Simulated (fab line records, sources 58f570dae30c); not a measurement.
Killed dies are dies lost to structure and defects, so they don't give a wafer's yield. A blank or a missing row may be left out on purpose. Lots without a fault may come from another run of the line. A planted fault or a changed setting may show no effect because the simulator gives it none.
Which tool did it? | flow berkeley_cmos170 | 15 lots, 45 wafers sampled, at 3 steps of a route of 331

WHAT THE GAUGES READ, wafer by wafer
UCB170_NLDD_CD_MEAS_06: target cd 1200 nm. Usual: cd_nm 1200.0 nm, standard deviation 1.4.
lot  | measured     | on        | cd_nm (nm)           | flag
L902 | day 7 13:55  | cd_sem-02 | 1197.7 1198.1 1199.1 |
L903 | day 7 14:41  | cd_sem-02 | 1200.2 1199.9 1198.9 |
L906 | day 8 05:09  | cd_sem-02 | 1200.7 1200.7 1200.6 |
L904 | day 8 05:41  | cd_sem-01 | 1197.5 1198.1 1198.5 |
L910 | day 9 03:31  | cd_sem-02 | 1200.5 1198.5 1198.8 |
L908 | day 9 03:48  | cd_sem-01 | 1200.5 1199.7 1200.1 |
L911 | day 9 09:22  | cd_sem-02 | 1197.6 1197.4 1197.2 |
L913 | day 9 09:37  | cd_sem-01 | 1198.9 1199.8 1199.9 |
L912 | day 9 10:02  | cd_sem-02 | 1200.8 1201.3 1200.2 |
L914 | day 10 10:56 | cd_sem-01 | 1203.9 1202.9 1202.3 |
L915 | day 10 11:07 | cd_sem-01 | 1201.7 1200.9 1200.9 |
L918 | day 11 00:43 | cd_sem-02 | 1199.2 1197.9 1201.0 |
L920 | day 11 10:26 | cd_sem-02 | 1200.9 1200.0 1198.8 |
L923 | day 12 01:44 | cd_sem-02 | 1201.1 1199.4 1198.8 |
L921 | day 12 02:54 | cd_sem-01 | 1198.8 1199.2 1199.2 |

UCB170_SPACER_THK_MEAS_01. Usual: SPACER_TEOS_THK 376 nm, standard deviation 4.9.
lot  | measured     | on            | SPACER_TEOS_THK (nm) | flag
L902 | day 7 14:45  | film_metro-03 | 374 378 379          |
L903 | day 7 17:26  | film_metro-04 | 372 380 376          |
L906 | day 8 07:11  | film_metro-02 | 382 386 382          |
L904 | day 8 07:11  | film_metro-03 | 367 379 382          |
L910 | day 9 04:22  | film_metro-04 | 361 371 375          |
L908 | day 9 04:39  | film_metro-04 | 382 370 384          |
L911 | day 9 10:11  | film_metro-02 | 379 381 384          |
L913 | day 9 10:27  | film_metro-03 | 378 386 379          |
L912 | day 9 10:51  | film_metro-03 | 370 377 381          |
L914 | day 10 11:45 | film_metro-04 | 373 379 372          |
L915 | day 10 11:56 | film_metro-04 | 376 376 380          |
L918 | day 11 01:34 | film_metro-02 | 380 384 380          |
L920 | day 11 11:17 | film_metro-04 | 373 372 375          |
L923 | day 12 02:35 | film_metro-04 | 372 369 379          |
L921 | day 12 03:44 | film_metro-04 | 374 373 381          |

WHICH TOOL RAN EACH LOT (tool, then ch and the chambers of the sampled wafers, then the start)
lot  | UCB170_GATE_STRIP_16
L902 | plasma_asher-02 ch 0,1, day 7 08:37
L903 | plasma_asher-04 ch 0,1, day 7 08:52
L906 | plasma_asher-01 ch 0,1, day 8 00:19
L904 | plasma_asher-04 ch 0,1, day 8 00:29
L910 | plasma_asher-01 ch 0,1, day 8 23:47
L908 | plasma_asher-04 ch 0,1, day 9 00:13
L911 | plasma_asher-01 ch 0,1, day 9 06:01
L913 | plasma_asher-02 ch 0,1, day 9 06:16
L912 | plasma_asher-04 ch 0,1, day 9 06:25
L914 | plasma_asher-04 ch 0,1, day 10 06:42
L915 | plasma_asher-01 ch 0,1, day 10 06:59
L918 | plasma_asher-04 ch 0,1, day 10 20:26
L920 | plasma_asher-04 ch 0,1, day 11 07:15
L923 | plasma_asher-04 ch 0,1, day 11 22:20
L921 | plasma_asher-04 ch 0,1, day 11 22:37
- UCB170_GATE_STRIP_16: strips in O2.

WHAT THE TOOLS THEMSELVES READ (means of the sampled wafers that have a number; where no wafer has one, the mark that the record gives instead)
UCB170_GATE_STRIP_16. Usual: drypump_motor_current_A 6.0 A, standard deviation 0.71; oes_product_au 0.724 a.u., standard deviation 0.0041.
lot  | tool            | drypump_motor_current_A (A) | oes_product_au (a.u.) | flag
L902 | plasma_asher-02 | 5.0                         | 0.720                 |
L903 | plasma_asher-04 | 6.6                         | 0.720                 |
L906 | plasma_asher-01 | 5.2                         | 0.733                 |
L904 | plasma_asher-04 | 6.6                         | 0.724                 |
L910 | plasma_asher-01 | 5.2                         | 0.725                 |
L908 | plasma_asher-04 | 6.6                         | 0.722                 |
L911 | plasma_asher-01 | 5.2                         | 0.725                 |
L913 | plasma_asher-02 | 5.4                         | 0.723                 |
L912 | plasma_asher-04 | 6.6                         | 0.728                 |
L914 | plasma_asher-04 | 6.6                         | 0.723                 |
L915 | plasma_asher-01 | 5.3                         | 0.730                 |
L918 | plasma_asher-04 | 6.5                         | 0.724                 |
L920 | plasma_asher-04 | 6.6                         | 0.724                 |
L923 | plasma_asher-04 | 6.6                         | 0.724                 |
L921 | plasma_asher-04 | 6.6                         | 0.725                 |

THE ANSWER, worked out from the rows above alone
Rule: a lot is off if the mean of its wafers that have a number lies more than 3 standard deviations from the usual mean. A lot without any number at a reading at which 4 lots or more have one is off too. The other lots that the step has rows for count as sound. The gauges are gone through in route order, then the tools' own readings, and for those a lot's mean is taken as printed above. The first step at which some lot is off is used, and at that step the reading that is off furthest; a lot without a number counts as furthest.
No lot is off at any reading shown: from this, nothing can be told.

WHAT THE SIMULATOR HAD PUT IN
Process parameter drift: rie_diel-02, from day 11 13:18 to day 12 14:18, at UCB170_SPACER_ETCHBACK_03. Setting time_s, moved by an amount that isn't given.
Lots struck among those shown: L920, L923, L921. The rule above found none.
